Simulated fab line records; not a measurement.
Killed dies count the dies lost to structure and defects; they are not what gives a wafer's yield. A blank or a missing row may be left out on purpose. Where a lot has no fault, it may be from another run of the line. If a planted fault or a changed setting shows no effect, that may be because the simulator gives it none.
Which tool did it? || flow berkeley cmos170 || 7 lots with 21 wafers sampled at 4 steps, on a route of 331 steps

WHAT THE GAUGES READ, wafer by wafer
UCB170_PLDD_TW_MEAS_11.
{"lot": "L566", "measured": "day 6 03:03", "on": "film metro-01", "PLDD_TW": "1004 1008 1005"}
{"lot": "L569", "measured": "day 7 07:34", "on": "film metro-03", "PLDD_TW": "1011 1012 1004"}
{"lot": "L572", "measured": "day 8 06:47", "on": "film metro-01", "PLDD_TW": "1006 1012 1012"}
{"lot": "L574", "measured": "day 8 07:30", "on": "film metro-03", "PLDD_TW": "1008 1015 1006"}
{"lot": "L576", "measured": "day 8 15:25", "on": "film metro-01", "PLDD_TW": "1011 1005 1012"}
{"lot": "L579", "measured": "day 9 14:32", "on": "film metro-01", "PLDD_TW": "1011 1010 1004"}
{"lot": "L587", "measured": "day 10 14:33", "on": "film metro-02", "PLDD_TW": "995 993 995"}

EACH LOT AND THE TOOL THAT RAN IT (in order: tool; ch and the chambers of the sampled wafers; start)
{"lot": "L566", "UCB170_NWELL_COAT_07": "litho track-02 ch 0, day 2 03:17", "UCB170_NWELL_STRIP_15": "plasma asher-04 ch 0,1, day 2 04:53", "UCB170_GATE_ETCH_15": "rie si-02 ch 0,1, day 6 00:35"}
{"lot": "L569", "UCB170_NWELL_COAT_07": "litho track-03 ch 0, day 3 06:00", "UCB170_NWELL_STRIP_15": "plasma asher-04 ch 0,1, day 3 07:07", "UCB170_GATE_ETCH_15": "rie si-01 ch 1,2,3, day 7 05:23"}
{"lot": "L572", "UCB170_NWELL_COAT_07": "litho track-03 ch 0, day 3 22:10", "UCB170_NWELL_STRIP_15": "plasma asher-04 ch 0,1, day 4 00:14", "UCB170_GATE_ETCH_15": "rie si-01 ch 0,1,2, day 8 04:38"}
{"lot": "L574", "UCB170_NWELL_COAT_07": "litho track-02 ch 0, day 4 06:02", "UCB170_NWELL_STRIP_15": "plasma asher-02 ch 0,1, day 4 07:26", "UCB170_GATE_ETCH_15": "rie si-02 ch 1,2,3, day 8 04:54"}
{"lot": "L576", "UCB170_NWELL_COAT_07": "litho track-02 ch 0, day 4 11:58", "UCB170_NWELL_STRIP_15": "plasma asher-04 ch 0,1, day 4 13:29", "UCB170_GATE_ETCH_15": "rie si-01 ch 1,2,3, day 8 13:22"}
{"lot": "L579", "UCB170_NWELL_COAT_07": "litho track-03 ch 0, day 5 03:34", "UCB170_NWELL_STRIP_15": "plasma asher-04 ch 0,1, day 5 05:01", "UCB170_GATE_ETCH_15": "rie si-02 ch 0,1,2, day 9 11:40"}
{"lot": "L587", "UCB170_NWELL_COAT_07": "litho track-03 ch 0, day 6 19:16", "UCB170_NWELL_STRIP_15": "plasma asher-04 ch 0,1, day 6 20:13", "UCB170_GATE_ETCH_15": "rie si-01 ch 0,3, day 10 11:59"}
- UCB170_NWELL_COAT_07: resist thk 900 nm.
- UCB170_NWELL_STRIP_15: strips in O2.
- UCB170_GATE_ETCH_15: etches poly-Si in HBr/Cl2, stops on SiO2, time 56.3 s, target depth 278.2 nm.

THE ANSWER, worked out from the rows above alone
Rule: what is usual is taken from the lots themselves. Put in order of their means at a reading, lots are off if they are a third of the lots or fewer, leave a main group of 4 or more, and stand apart from it by a gap of 3 or more times the standard deviation of the main group's means; of several such gaps the widest counts. Not used: any main group whose means are identical at the precision the tables above print for the reading. Also off: a lot with no number at a reading for which 4 or more lots have one. Where the step has rows for the other lots, those lots are counted as sound.
Off: at UCB170_PLDD_TW_MEAS_11 (PLDD_TW), L587. Mean 1009 and standard deviation 1.4 in the main group.
A tool fits if, at a process step before that reading, it ran every lot that is off, and no sound lot after the first of them. The gauges at UCB170_PLDD_TW_MEAS_11 are tried like those tools. Can't be told from this: 4 tools fit, litho track-03 at UCB170_NWELL_COAT_07, plasma asher-04 at UCB170_NWELL_STRIP_15, rie si-01 at UCB170_GATE_ETCH_15, film metro-02 at UCB170_PLDD_TW_MEAS_11.

WHAT WAS PUT IN BY THE SIMULATOR
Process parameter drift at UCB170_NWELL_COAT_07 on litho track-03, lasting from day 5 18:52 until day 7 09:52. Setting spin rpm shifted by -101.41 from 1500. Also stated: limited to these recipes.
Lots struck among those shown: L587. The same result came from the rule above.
